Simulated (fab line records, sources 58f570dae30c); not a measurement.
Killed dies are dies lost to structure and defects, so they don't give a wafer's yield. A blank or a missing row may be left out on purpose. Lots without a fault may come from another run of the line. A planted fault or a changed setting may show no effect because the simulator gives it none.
Which tool did it? | flow berkeley_cmos170 | 13 lots, 39 wafers sampled, at 6 steps of a route of 331

WHAT THE GAUGES READ, wafer by wafer
UCB170_NWELL_THK_MEAS_02.
lot  | measured    | on            | NWELL_OXIDE_THK (nm)
L754 | day 2 04:07 | film_metro-04 | 27.2 27.5 27.5
L753 | day 2 04:08 | film_metro-03 | 27.0 27.1 27.3
L756 | day 2 15:28 | film_metro-04 | 26.4 26.4 26.1
L757 | day 2 19:31 | film_metro-02 | 26.2 26.6 26.4
L758 | day 3 06:06 | film_metro-02 | 26.1 26.2 26.6
L759 | day 3 12:38 | film_metro-02 | 26.1 26.4 26.2
L760 | day 3 16:49 | film_metro-04 | 26.5 26.4 26.3
L762 | day 3 21:05 | film_metro-04 | 26.4 27.2 26.6
L764 | day 4 11:38 | film_metro-02 | 25.9 26.6 26.6
L770 | day 5 13:29 | film_metro-03 | 26.1 25.9 26.5
L772 | day 5 23:13 | film_metro-03 | 26.5 26.4 26.1
L774 | day 6 09:59 | film_metro-02 | 25.9 25.5 25.9
L776 | day 6 16:41 | film_metro-02 | 27.1 26.7 27.0

UCB170_NVT_OVL_MEAS_06.
lot  | measured    | on         | NVT_OVL (nm)
L754 | day 5 21:00 | overlay-02 | 10 6 4
L753 | day 5 07:25 | overlay-01 | -3 -9 -4
L756 | day 6 03:03 | overlay-01 | 4 8 3
L757 | day 6 07:13 | overlay-01 | -4 1 2
L758 | day 6 16:14 | overlay-02 | -6 -12 -12
L759 | day 6 16:02 | overlay-02 | -10 -5 0
L760 | day 6 16:20 | overlay-02 | -8 -3 -9
L762 | day 7 07:50 | overlay-02 | -4 7 -7
L764 | day 7 12:50 | overlay-02 | 9 3 10
L770 | day 9 07:40 | overlay-02 | -1 -1 -10
L772 | day 9 07:10 | overlay-01 | 5 8 4
L774 | day 9 15:14 | overlay-02 | -2 4 4
L776 | day 9 21:11 | overlay-01 | 0 4 1

UCB170_PSD_OVL_MEAS_07.
lot  | measured     | on         | PSD_OVL (nm)
L754 | day 6 20:43  | overlay-02 | 2 1 -2
L753 | day 6 09:16  | overlay-02 | 0 2 1
L756 | day 7 02:35  | overlay-02 | -5 -4 -3
L757 | day 7 07:22  | overlay-02 | -2 0 -2
L758 | day 7 14:32  | overlay-01 | 1 4 1
L759 | day 7 14:13  | overlay-02 | -2 1 2
L760 | day 7 14:56  | overlay-01 | 2 -2 1
L762 | day 8 06:31  | overlay-02 | -9 0 -2
L764 | day 8 15:58  | overlay-01 | 3 3 -3
L770 | day 10 08:47 | overlay-01 | -5 3 4
L772 | day 10 08:31 | overlay-01 | 6 -3 6
L774 | day 10 15:50 | overlay-02 | 4 0 -7
L776 | day 10 23:17 | overlay-02 | 6 8 5

UCB170_M1_RS_MEAS_01: measures by four-point-probe.
lot  | measured     | on            | M1_AL_RS (ohm/sq)
L754 | day 8 07:37  | film_metro-02 | 0.0503 0.0497 0.0499
L753 | day 6 23:52  | film_metro-01 | 0.0494 0.0491 0.0492
L756 | day 7 13:44  | film_metro-03 | 0.0489 0.0484 0.0485
L757 | day 7 18:11  | film_metro-02 | 0.0492 0.0488 0.0494
L758 | day 7 23:30  | film_metro-03 | 0.0490 0.0484 0.0484
L759 | day 7 23:04  | film_metro-02 | 0.0489 0.0490 0.0488
L760 | day 8 00:53  | film_metro-01 | 0.0492 0.0488 0.0483
L762 | day 8 15:55  | film_metro-01 | 0.0492 0.0491 0.0674
L764 | day 9 03:10  | film_metro-01 | 0.0480 0.0477 0.0482
L770 | day 10 19:37 | film_metro-02 | 0.0486 0.0490 0.0490
L772 | day 10 18:53 | film_metro-02 | 0.0485 0.0485 0.0488
L774 | day 11 02:05 | film_metro-01 | 0.0484 0.0478 0.0474
L776 | day 11 07:49 | film_metro-02 | 0.0495 0.0491 0.0486

UCB170_M1_THK_MEAS_02: measures by xrf.
lot  | measured     | on            | M1_AL_THK (nm)
L754 | day 8 07:43  | film_metro-02 | 590 592 592
L753 | day 6 23:58  | film_metro-01 | 598 599 600
L756 | day 7 13:52  | film_metro-03 | 600 606 607
L757 | day 7 18:17  | film_metro-02 | 600 605 599
L758 | day 7 23:37  | film_metro-03 | 601 609 610
L759 | day 7 23:10  | film_metro-02 | 602 602 606
L760 | day 8 01:00  | film_metro-01 | 603 603 611
L762 | day 8 16:01  | film_metro-01 | 601 601 441
L764 | day 9 03:17  | film_metro-01 | 614 615 612
L770 | day 10 19:44 | film_metro-02 | 605 603 602
L772 | day 10 19:01 | film_metro-02 | 609 607 604
L774 | day 11 02:11 | film_metro-01 | 608 617 624
L776 | day 11 07:56 | film_metro-02 | 596 601 610

WHICH TOOL RAN EACH LOT (tool, then ch and the chambers of the sampled wafers, then the start)
lot  | UCB170_M1_SPUTTER_00
L754 | pvd_sputter-02, day 8 07:32
L753 | pvd_sputter-01, day 6 23:46
L756 | pvd_sputter-02, day 7 13:40
L757 | pvd_sputter-02, day 7 18:04
L758 | pvd_sputter-02, day 7 23:26
L759 | pvd_sputter-02, day 7 22:58
L760 | pvd_sputter-02, day 8 00:49
L762 | pvd_sputter-02, day 8 15:50
L764 | pvd_sputter-03, day 9 03:03
L770 | pvd_sputter-03, day 10 19:32
L772 | pvd_sputter-01, day 10 18:49
L774 | pvd_sputter-03, day 11 01:59
L776 | pvd_sputter-01, day 11 07:44
- UCB170_M1_SPUTTER_00: material Al, target thk 600 nm, time 80 s.

WHAT THE TOOLS THEMSELVES READ (means of the sampled wafers that have a number; where no wafer has one, the mark that the record gives instead)
UCB170_M1_SPUTTER_00.
lot  | tool           | throttle_valve_pct (%)
L754 | pvd_sputter-02 | 30.3
L753 | pvd_sputter-01 | 30.5
L756 | pvd_sputter-02 | 30.9
L757 | pvd_sputter-02 | 30.1
L758 | pvd_sputter-02 | 30.6
L759 | pvd_sputter-02 | 30.5
L760 | pvd_sputter-02 | 30.5
L762 | pvd_sputter-02 | 30.4
L764 | pvd_sputter-03 | 29.3
L770 | pvd_sputter-03 | 29.4
L772 | pvd_sputter-01 | 30.2
L774 | pvd_sputter-03 | 30.3
L776 | pvd_sputter-01 | 30.4

THE ANSWER, worked out from the rows above alone
Rule: what is usual is taken from the lots themselves. Put in order of their means at a reading, lots are off if they are a third of the lots or fewer, leave a main group of 4 or more, and stand apart from it by a gap of 3 or more times the standard deviation of the main group's means; of several such gaps the widest counts. A main group whose means are all the same, to the digits that the tables above print for the reading, isn't used. A lot without any number at a reading at which 4 lots or more have one is off too. The other lots that the step has rows for count as sound. The gauges are gone through in route order, then the tools' own readings, and for those a lot's mean is taken as printed above. The first step at which some lot is off is used, and at that step the reading that is off furthest; a lot without a number counts as furthest.
Off: L762, at UCB170_M1_RS_MEAS_01 (M1_AL_RS). The main group: mean 0.0488 ohm/sq, standard deviation 0.00053.
A tool fits if, at a process step before that reading, it ran every lot that is off, and no sound lot after the first of them. The gauges at UCB170_M1_RS_MEAS_01 are tried like those tools. One fits: pvd_sputter-02 at UCB170_M1_SPUTTER_00. Its last sound lot is L754 (day 8 07:32), its first lot that is off L762 (day 8 15:50): a fault that began between those two fits.

WHAT THE SIMULATOR HAD PUT IN
Process parameter drift: pvd_sputter-02, from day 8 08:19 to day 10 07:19, at UCB170_M1_SPUTTER_00. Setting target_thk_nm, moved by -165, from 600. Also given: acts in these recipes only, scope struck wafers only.
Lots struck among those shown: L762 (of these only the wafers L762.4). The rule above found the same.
